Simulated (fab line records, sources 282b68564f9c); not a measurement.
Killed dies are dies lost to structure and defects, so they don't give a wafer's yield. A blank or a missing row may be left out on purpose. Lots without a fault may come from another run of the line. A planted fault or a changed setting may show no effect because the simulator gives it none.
fab line records | flow rit_cmos
record lots=14 wafers=42 last_day=7
route steps=202 shown GATE@87 M1@202
lots that met no fault: from a run of the same line without faults
start_h: hours from the record's first day to the start of the lot's first wafer shown | wait_h: hours since the lot's step before | " the same as in the row above | L1.1+2: a row that stands for several wafers | - no value, or no start given | * or withheld: withheld | < > ~ a bound
route shown NAME@n: a module of which the file shows steps, and the number in the route of the first | usual: mean/standard deviation of fault-free wafers | same: alike in all rows | chamber/n: place in a boat | sites: the reading at each site | _std_site: their standard deviation | _edge_site: outer sites' mean less inner sites' | radius_mm: how far each site lies from the wafer's centre | mask NAME#n: copy n | behind: the tool/chamber that last shaped the wafer | hold: why the lot was held/for how many hours/how that ended | device: the transistor (n, p or np) that didn't switch | end of line: the same wafers' tests at the end of the route | a step without rows: its recipe alone | killed: dies lost to structure and defects at the first sort, not the wafer's yield | map: a wafer's dies, x killed, . not, _ none there
set.NAME: the setting as run; set.NAME@STEP: as run at that earlier step | model.NAME: the simulator's own value behind a step, which no gauge read
steps of the route over a sample of lots; a table a step, a row a wafer
services: from which hour (start_h, from the record's first day; less than 0 if before it) a tool's chamber was out of use, for how many hours, and why
## steps
# step RIT_GATE_COAT_11
# recipe resist=NOVOLAK spin_rpm=4250 resist_thk_nm=850
# columns lot.wafer tool chamber start_h wait_h
L270.1+3+6 litho_track-04 0 50.82 0.1
L271.3+4+5 litho_track-04 0 58.42 0.1
L273.3+5+6 litho_track-01 0 68.10 0.1
L274.1+2+5 litho_track-03 0 72.88 0.1
L275.1+5+6 litho_track-01 0 76.69 0.1
L278.1+4+6 litho_track-03 0 92.42 0.1
L281.2+3+5 litho_track-01 0 105.38 0.1
L282.2+3+5 litho_track-03 0 111.21 0.1
L283.3+5+6 litho_track-03 0 115.76 0.1
L285.1+2+4 litho_track-01 0 129.43 0.1
L287.4+5+6 litho_track-03 0 136.30 0.1
L288.1+2+5 litho_track-01 0 146.87 0.1
L289.2+4+5 litho_track-01 0 148.52 0.1
L290.1+2+6 litho_track-04 0 153.50 0.1
# step RIT_GATE_CD_MEAS_16
# recipe target_cd_nm=150
# usual cd_nm=149.3/2.4
# columns lot.wafer tool chamber start_h wait_h cd_nm
L270.1 cd_sem-01 - 51.68 - 151.5
L270.3 " - " " 147.2
L270.6 " - " " 147.7
L271.3 cd_sem-01 - 59.11 - 147.6
L271.4 " - " " 146.8
L271.5 " - " " 149.3
L273.3 cd_sem-01 - 68.79 - 145.6
L273.5 " - " " 146.6
L273.6 " - " " 146.7
L274.1 cd_sem-01 - 73.58 - 151.5
L274.2 " - " " 154.0
L274.5 " - " " 153.1
L275.1 cd_sem-02 - 77.51 - 150.7
L275.5 " - " " 146.9
L275.6 " - " " 147.9
L278.1 cd_sem-01 - 93.12 - 149.3
L278.4 " - " " 150.6
L278.6 " - " " 152.9
L281.2 cd_sem-02 - 106.20 - 148.8
L281.3 " - " " 148.0
L281.5 " - " " 147.9
L282.2 cd_sem-02 - 111.90 - 148.0
L282.3 " - " " 149.1
L282.5 " - " " 146.2
L283.3 cd_sem-02 - 116.58 - 161.1
L283.5 " - " " 162.3
L283.6 " - " " 160.9
L285.1 cd_sem-01 - 130.13 - 150.0
L285.2 " - " " 150.2
L285.4 " - " " 150.6
L287.4 cd_sem-02 - 136.98 - 159.9
L287.5 " - " " 163.5
L287.6 " - " " 159.6
L288.1 cd_sem-01 - 147.57 - 148.8
L288.2 " - " " 144.5
L288.5 " - " " 145.6
L289.2 cd_sem-01 - 149.33 - 150.1
L289.4 " - " " 147.3
L289.5 " - " " 149.6
L290.1 cd_sem-02 - 154.20 - 148.5
L290.2 " - " " 150.4
L290.6 " - " " 147.3
# step RIT_M1_PROBE_99
# usual killed_at_contacts=0.1/0.34 killed_at_front_end=7/3 killed_dies=7/3.1 killed_open=3.4/1.9 killed_short=3.4/2.1
# same gross_dies=264 killed_at_M0_to_M3=0 killed_at_M4_up=0 killed_at_back_side=0 killed_at_other=0
# columns lot.wafer tool chamber start_h wait_h killed_at_contacts killed_at_front_end killed_dies killed_open killed_short
L283.3 prober-02 - 138.32 0.2 0 6 6 4 1
L287.5 prober-01 - 159.03 0.2 0 5 5 3 1
# killed by level:class
L283.3 FOX1:geometric_particle:open=2 FOX1:geometric_particle:short=1 GATE:geometric_particle:open=1 SPACER:geometric_particle:open=1 GATE:area_expose=1
L287.5 GATE:geometric_particle:open=2 FOX1:geometric_particle:open=1 GATE:geometric_particle:short=1 GATE:area_expose=1
## services
# columns tool chamber start_h hours kind
litho_track-01 - 103.88 - consumable_replace:filter
## key
first_sign step=RIT_GATE_CD_MEAS_16 reading=cd_nm direction=up sigmas=4.9 usual=149.3 struck=161.2
effect none on later readings
met_at RIT_GATE_COAT_11
struck_lots L283,L287
tester_left_out L283,L287
onset_between 111.21 115.76
fault kind=process_parameter_drift tool=litho_track-03 chamber=- onset_h=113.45 steps=RIT_GATE_COAT_11 channel=resist_thk_nm offset=74.57 shape=step end_h=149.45 acts_in=these_recipes_only stated=850
# tester_left_out: of these lots the tester's yield and bins aren't shown, on N5 and GAA mostly nor the transistor test; their killed dies are dies lost to structure and defects alone, not to doping, threshold or leakage, so they don't give the yield
